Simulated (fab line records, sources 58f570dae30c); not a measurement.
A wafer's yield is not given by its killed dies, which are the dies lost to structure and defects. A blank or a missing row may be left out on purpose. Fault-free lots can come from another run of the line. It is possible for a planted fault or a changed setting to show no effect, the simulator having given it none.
A lot that was struck, set against a sound lot :: flow berkeley_cmos170 :: 22 out of 331 route steps
Sound: these wafers, L657.1, L657.2, L657.6. Wafers L664.2, L664.3, L664.6 were the ones struck. Last of all comes the cause.
Per side, at each step with rows, come the tool, then ch with its chambers, and then its first start. Under that, the readings that differ: sound wafers :: struck wafers :: difference of the means :: sigmas: that difference in standard deviations of wafers without a fault.
alike: a reading whose means differ by less than 2 such deviations, as well as words and numbers matching on both sides. not compared: withheld readings; readings where some wafer has no value; bounds like >300 that might hide an equal value; numbers whose values overlap and for which the record gives no deviation.
Wherever a step has rows on one side only, a row that says differs or no value, or a row with sigmas, the two part there. Numbers that have no deviation but don't overlap get no sigmas and don't part them. A reading that every wafer of one side lacks parts them only if that side has two wafers or more.

first, 6 steps without rows for these wafers: UCB170_ZERO_HMDS_00 (prime time 60 s); UCB170_ZERO_COAT_01 (resist thk 900 nm); UCB170_ZERO_SOFTBAKE_02 (time 60 s); UCB170_ZERO_EXPOSE_03 (exposes mask PM MARKS, target cd 4000 nm); UCB170_ZERO_PEB_04; UCB170_ZERO_DEVELOP_05 (develop time 45 s).
UCB170_ZERO_ETCH_06: etches SiO2 in CHF3/CF4/Ar, time 12 s.
  sound on rie_diel-03 ch 1,3, day 1 21:03; struck on rie_diel-03 ch 0,2,3, day 3 06:49
  alike: drypump_motor_current_A, oes_product_au, throttle_valve_pct
  not compared: rf_hours_counter_h
UCB170_ZERO_STRIP_07: strips in O2.
  sound on plasma_asher-01 ch 0,1, day 1 21:04; struck on plasma_asher-02 ch 1, day 3 06:50
  alike: drypump_motor_current_A, oes_product_au, strip_time_to_endpoint_s
  not compared: rf_hours_counter_h
then, 2 steps without rows for these wafers: UCB170_NWELL_WET_ETCH_00 (etches SiO2 in dHF, time 200 s); UCB170_NWELL_OXIDATION_01 (target thk 26.4 nm, ox time 1260 s).
UCB170_NWELL_THK_MEAS_02:
  struck on film_metro-03, day 3 14:48; sound on film_metro-03, day 2 00:10
  alike: NWELL_OXIDE_THK
then, 1 step without rows for these wafers: UCB170_NWELL_ANNEAL_03 (time 900 s).
UCB170_NWELL_CVD_04: deposits Si3N4 from SiH2Cl2/NH3, target thk 224 nm, time 3360 s.
  sound on lpcvd-01 ch 1, day 2 02:40; struck on lpcvd-01 ch 1, day 3 19:47
reading: sih2cl2_flow_sccm (sccm)
sound: 25.03 25.04 25.01
struck: 30.02 30.07 30.21
difference: +5.07
sigmas: +60

reading: model.Si3N4_of_NWELL_CVD_04.thk_nm (nm)
sound: 223.5 223.6 223.6
struck: 236.8 236.6 239.2
difference: +14.0
sigmas: 
  alike: susceptor_temp_C, zone_power_centre_pct
UCB170_NWELL_THK_MEAS_05:
  struck on film_metro-02, day 3 22:08; sound on film_metro-02, day 2 04:36
reading: NWELL_NITRIDE_THK (nm)
sound: 223.6 223.3 223.7
struck: 236.9 236.6 239.2
difference: +14.0
sigmas: +7
  not compared: hold
then, 5 steps without rows for these wafers: UCB170_NWELL_COAT_07 (resist thk 900 nm); UCB170_NWELL_SOFTBAKE_08 (time 60 s); UCB170_NWELL_EXPOSE_09 (exposes mask NWELL, target cd 3000 nm); UCB170_NWELL_PEB_10; UCB170_NWELL_DEVELOP_11 (develop time 45 s).
UCB170_NWELL_OVL_MEAS_12:
  struck on overlay-02, day 4 01:01; sound on overlay-02, day 2 05:49
  alike: NWELL_OVL
UCB170_NWELL_ETCH_13: etches Si3N4 in CH3F/Ar/O2, stops on SiO2, target depth 246.4 nm, time 154 s.
  sound on rie_diel-03 ch 1,2,3, day 2 05:51; struck on rie_diel-03 ch 0,3, day 4 01:03
reading: model.etch.depth_nm (nm)
sound: 223.5 223.6 223.6
struck: 236.8 236.6 239.2
difference: +14.0
sigmas: 
  alike: drypump_motor_current_A, oes_product_au, throttle_valve_pct
  not compared: rf_hours_counter_h
then, 1 step without rows for these wafers: UCB170_NWELL_IMPLANT_14.

== WHERE THEY PART ==
Earliest at UCB170_NWELL_CVD_04; latest, in this record, at UCB170_NWELL_THK_MEAS_05. Later steps at which nothing parts them and some readings are alike: UCB170_NWELL_OVL_MEAS_12, UCB170_NWELL_ETCH_13.

WHY: the cause the simulator had injected
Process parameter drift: lpcvd-01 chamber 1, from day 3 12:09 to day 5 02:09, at UCB170_NWELL_CVD_04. From 25, the setting sih2cl2_flow_sccm moved by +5. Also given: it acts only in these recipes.
